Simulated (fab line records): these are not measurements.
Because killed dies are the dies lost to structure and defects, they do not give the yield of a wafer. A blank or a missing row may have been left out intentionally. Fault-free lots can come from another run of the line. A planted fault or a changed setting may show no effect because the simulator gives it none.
Which tool is to blame? :: flow berkeleyCmos170 :: 19 wafers from 7 lots sampled at 2 of the route's 331 steps

WHAT EACH GAUGE READ, for each wafer
UCB170_M2_RS_MEAS_02: a four-point-probe measurement.
lot: L584
measured: day 8 18:04
on: filmMetro-01
M2_AL_RS (ohm/sq): 0.0317 0.0320 0.0319

lot: L590
measured: day 9 19:14
on: filmMetro-04
M2_AL_RS (ohm/sq): 0.0319 0.0319 0.0321

lot: L587
measured: day 9 22:05
on: filmMetro-03
M2_AL_RS (ohm/sq): 0.0323 0.0322 0.0323

lot: L593
measured: day 9 22:38
on: filmMetro-03
M2_AL_RS (ohm/sq): 0.0324 0.0323 0.0330

lot: L596
measured: day 10 23:43
on: filmMetro-03
M2_AL_RS (ohm/sq): 0.0318 0.0320 0.0321

lot: L605
measured: day 12 13:26
on: filmMetro-01
M2_AL_RS (ohm/sq): 0.0859 0.0859

lot: L602
measured: day 12 15:22
on: filmMetro-03
M2_AL_RS (ohm/sq): 0.0321 0.0842 0.0321 0.0321 0.0842 0.0321

WHAT TOOL EACH LOT RAN ON (gives the tool, then ch and the chambers of the sampled wafers, and finally the start)
lot: L584
UCB170_M2_SPUTTER_01: pvdSputter-02, day 8 17:59

lot: L590
UCB170_M2_SPUTTER_01: pvdSputter-03, day 9 19:09

lot: L587
UCB170_M2_SPUTTER_01: pvdSputter-02, day 9 21:59

lot: L593
UCB170_M2_SPUTTER_01: pvdSputter-03, day 9 22:34

lot: L596
UCB170_M2_SPUTTER_01: pvdSputter-03, day 10 23:38

lot: L605
UCB170_M2_SPUTTER_01: pvdSputter-03, day 12 13:22

lot: L602
UCB170_M2_SPUTTER_01: pvdSputter-03, day 12 15:16
- UCB170_M2_SPUTTER_01: material Al, target thk 900 nm, time 120 s.

THE ANSWER, worked out from the rows above alone
Rule: the usual values come from the lots themselves. The widest of any qualifying gaps counts: lots, ordered by their means at a reading, are off when they make up no more than a third of the lots, leave a main group of 4 or more, and stand apart from it by 3 or more times the standard deviation of that group's means. A main group whose means are all the same, to the digits that the tables above print for the reading, isn't used. A lot without any number at a reading at which 4 lots or more have one is off too. All remaining lots with rows at the step are treated as sound.
Off: L605, L602, at UCB170_M2_RS_MEAS_02 (M2_AL_RS). Main group: mean 0.0321 ohm/sq, sd 0.00026.
A tool fits if, at a process step before that reading, it ran every lot that is off, and no sound lot after the first of them. Gauges at UCB170_M2_RS_MEAS_02: tried the same way as those tools. One fits: pvdSputter-03 at UCB170_M2_SPUTTER_01. Its last sound lot is L596 (day 10 23:38), its first lot that is off L605 (day 12 13:22): a fault that began between those two fits.

WHAT THE SIMULATOR HAD PUT IN
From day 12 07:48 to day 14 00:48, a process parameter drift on pvdSputter-03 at UCB170_M2_SPUTTER_01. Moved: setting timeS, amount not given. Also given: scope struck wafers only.
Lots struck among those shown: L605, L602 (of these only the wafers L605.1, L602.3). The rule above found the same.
